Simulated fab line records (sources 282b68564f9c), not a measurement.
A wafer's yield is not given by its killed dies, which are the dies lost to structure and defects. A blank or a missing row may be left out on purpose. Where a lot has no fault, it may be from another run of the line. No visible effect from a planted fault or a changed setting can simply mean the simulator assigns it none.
8D (eight disciplines) problem report, filled in by code -- flow rit-cmos -- the parts of the form that need people (team, actions taken, sign-off) are left out

## 1. THE PROBLEM
Mean of oes-product-au at RIT_GATE_ETCH_19: 0.938 a.u. across 2 wafers in 2 lots; on wafers with no fault it is 0.849 a.u. (standard deviation 0.015). That is +5.9 standard deviations from the usual mean.
The step: etches poly-Si in SF6/CHF3/O2, stops on SiO2, time 165 s, target depth 312.5 nm.
First observed at day 6 20:22: wafer L447.1, on rie-si-01. At this step, 18 wafers from 6 lots have a number in the record. Rule for "out" (also "out of limits"): further than 4 standard deviations from the usual mean. Any other wafer with a number is counted as sound.

## 2. WHAT IT IS, AND WHAT IT ISN'T
question,is,is not
which readings at this step,oes-product-au,"drypump-motor-current-A, throttle-valve-pct"
which lots,"L447, L449","L430, L432, L433, L446"
which wafers of those lots,"L447.1, L449.6","L447.2, L447.4, L449.2, L449.5"
read on which tools,rie-si-01,rie-si-02
when,from day 6 20:22,up to then (14 sound wafers); but 2 sound wafers of L449 came after

## 3. SUSPECTS, AND WHAT RULES EACH OUT
Counting: if a tool at a process step up to the reading ran every lot that is out, it stays a suspect. Sound lots after the first of them don't rule it out here, since some wafers of a struck lot are sound.
- rie-si-01 at RIT_GATE_ETCH_19 (etches poly-Si in SF6/CHF3/O2, stops on SiO2, time 165 s, target depth 312.5 nm): kept. Ran every lot that is out, first one L447 (day 6 20:22); last sound lot up to then L433 (day 3 13:50). Its own readings are out on those wafers: oes-product-au.
- At RIT_GATE_ETCH_19, inside rie-si-01: chamber 1 took the wafers that are out, while their sound lot-mates went through chambers 2, 3.
Remaining after the count: rie-si-01 at RIT_GATE_ETCH_19.

## 4. THE CAUSE (what the simulator had put in)
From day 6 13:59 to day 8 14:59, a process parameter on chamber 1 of rie-si-01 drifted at RIT_GATE_ETCH_19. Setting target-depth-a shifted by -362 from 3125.
This tool alone remained once counting was done.

## 5. THE EFFECT CHAIN, in route order
Each row: a reading whose mean over the struck wafers that have a number lies more than 3 standard deviations from the usual. Only readings for which the record gives a usual standard deviation are gone through. hours: the time from each lot's start at the first step in this table that gives one to its start at this step, as a median over the lots. sigmas: the change in usual standard deviations.
hours,step,reading,usual,on struck wafers,change,sigmas
0,RIT_GATE_ETCH_19,oes-product-au,0.849 a.u.,0.938,+0.089,+5.9
Its process steps:
- RIT_GATE_ETCH_19: etches poly-Si in SF6/CHF3/O2, stops on SiO2, time 165 s, target depth 312.5 nm.

## 6. HOW IT WOULD HAVE BEEN CAUGHT EARLIER
6 hours passed between the start of the fault at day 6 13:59 and the first reading out of limits in this record, taken at day 6 20:22.
